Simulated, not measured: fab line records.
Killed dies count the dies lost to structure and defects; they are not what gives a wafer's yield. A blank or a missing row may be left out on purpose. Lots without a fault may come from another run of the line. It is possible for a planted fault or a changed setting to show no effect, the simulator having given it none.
Which of the tools did it?	flow rit cmos	14 lots, 42 wafers sampled, at 2 steps of a route of 202

== WHAT THE GAUGES READ, wafer by wafer ==
RIT_PRETRO_TW_MEAS_10.
lot	measured	on	PRETRO_TW
L286	day 2 14:55	film metro-03	484 486 483
L287	day 2 19:06	film metro-02	484 483 480
L288	day 3 00:19	film metro-01	475 474 476
L289	day 3 05:24	film metro-02	484 484 482
L290	day 3 11:50	film metro-02	486 483 483
L291	day 3 17:24	film metro-01	476 475 474
L292	day 3 19:40	film metro-01	477 474 473
L293	day 4 00:55	film metro-02	485 484 484
L295	day 4 11:26	film metro-02	483 484 483
L296	day 4 16:54	film metro-02	482 481 484
L297	day 5 00:12	film metro-02	484 484 486
L299	day 5 06:49	film metro-02	485 487 486
L307	day 7 00:48	film metro-02	513 516 516
L308	day 7 06:26	film metro-03	510 513 509

== TOOL THAT RAN EACH LOT (tool first, then ch and the chambers of the sampled wafers, then the start) ==
lot	RIT_PRETRO_IMPLANT_08
L286	implanter-03 ch 0, day 2 14:35
L287	implanter-04 ch 0, day 2 18:46
L288	implanter-02 ch 0, day 2 23:59
L289	implanter-02 ch 0, day 3 05:05
L290	implanter-04 ch 0, day 3 11:31
L291	implanter-04 ch 0, day 3 17:04
L292	implanter-04 ch 0, day 3 19:20
L293	implanter-03 ch 0, day 4 00:35
L295	implanter-02 ch 0, day 4 11:07
L296	implanter-04 ch 0, day 4 16:35
L297	implanter-04 ch 0, day 4 23:53
L299	implanter-02 ch 0, day 5 06:29
L307	implanter-02 ch 0, day 7 00:29
L308	implanter-02 ch 0, day 7 06:07
- RIT_PRETRO_IMPLANT_08

== AS READ BY THE TOOLS THEMSELVES (means over the sampled wafers that have a number; for cases with no such wafer, the mark the record gives instead) ==
RIT_PRETRO_IMPLANT_08.
lot	tool	beam on s (s)	dose ions cm2	end station pressure torr (Torr)	faraday current uA
L286	implanter-03	10.03	1.2003e+13	5.16e-06	38.0
L287	implanter-04	10.06	1.2007e+13	5.08e-06	37.9
L288	implanter-02	10.01	1.1996e+13	5.00e-06	38.1
L289	implanter-02	10.03	1.2002e+13	4.90e-06	37.9
L290	implanter-04	10.22	1.2000e+13	5.08e-06	37.2
L291	implanter-04	9.95	1.1995e+13	4.95e-06	38.3
L292	implanter-04	9.94	1.2013e+13	5.14e-06	38.1
L293	implanter-03	10.03	1.1988e+13	4.99e-06	38.0
L295	implanter-02	9.81	1.2005e+13	5.18e-06	38.7
L296	implanter-04	9.96	1.2000e+13	5.23e-06	38.2
L297	implanter-04	10.03	1.1996e+13	4.85e-06	38.0
L299	implanter-02	10.14	1.1996e+13	4.95e-06	37.6
L307	implanter-02	12.26	1.2024e+13	9.55e-05	31.4
L308	implanter-02	12.18	1.2011e+13	9.52e-05	31.6

== THE ANSWER, worked out from the rows above alone ==
Rule: usual is defined by the lots themselves. Put in order of their means at a reading, lots are off if they are a third of the lots or fewer, leave a main group of 4 or more, and stand apart from it by a gap of 3 or more times the standard deviation of the main group's means; of several such gaps the widest counts. The tables above print the reading to a certain number of digits; a main group whose means all agree to those digits is not used. Also off: a lot with no number at a reading for which 4 or more lots have one. The other lots that the step has rows for count as sound. Order of review: gauges by route order, followed by the tools' own readings, for which a lot's mean as printed above is used. At the first step where some lot is off, the reading lying furthest off is the one used; lots without a number count as furthest.
Off: L307, L308, seen at RIT_PRETRO_TW_MEAS_10 (PRETRO_TW). The main group has a mean of 482 with a standard deviation of 4.
If a tool, at a process step before that reading, ran all the lots that are off and no sound lot after the first of them, it fits. Not tried: the gauges at RIT_PRETRO_TW_MEAS_10; whatever is off there is also off at RIT_PRETRO_IMPLANT_08, on other tools, and gauge error can't account for it. One fits: implanter-02 at RIT_PRETRO_IMPLANT_08. A fault onset in the window from L299 (day 5 06:29, its last sound lot) to L307 (day 7 00:29, its first lot off) fits.
The tool's own readings at RIT_PRETRO_IMPLANT_08 bear it out: on the lots that are off they differ by more than 5 times the standard deviation of the sound lots' means. beam on s reads 12.22 s there against 10.02 s on the sound lots; end station pressure torr reads 9.54e-05 Torr there against 5.04e-06 Torr on the sound lots; faraday current uA reads 31.5 there against 38.0 on the sound lots.

== WHAT HAD BEEN PUT IN BY THE SIMULATOR ==
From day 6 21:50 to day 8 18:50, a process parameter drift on implanter-02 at RIT_PRETRO_IMPLANT_08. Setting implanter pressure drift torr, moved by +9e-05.
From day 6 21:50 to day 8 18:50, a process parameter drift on implanter-02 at RIT_PRETRO_IMPLANT_08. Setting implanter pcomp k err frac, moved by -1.
Lots struck among those shown: L307, L308. The rule above reached the same finding.
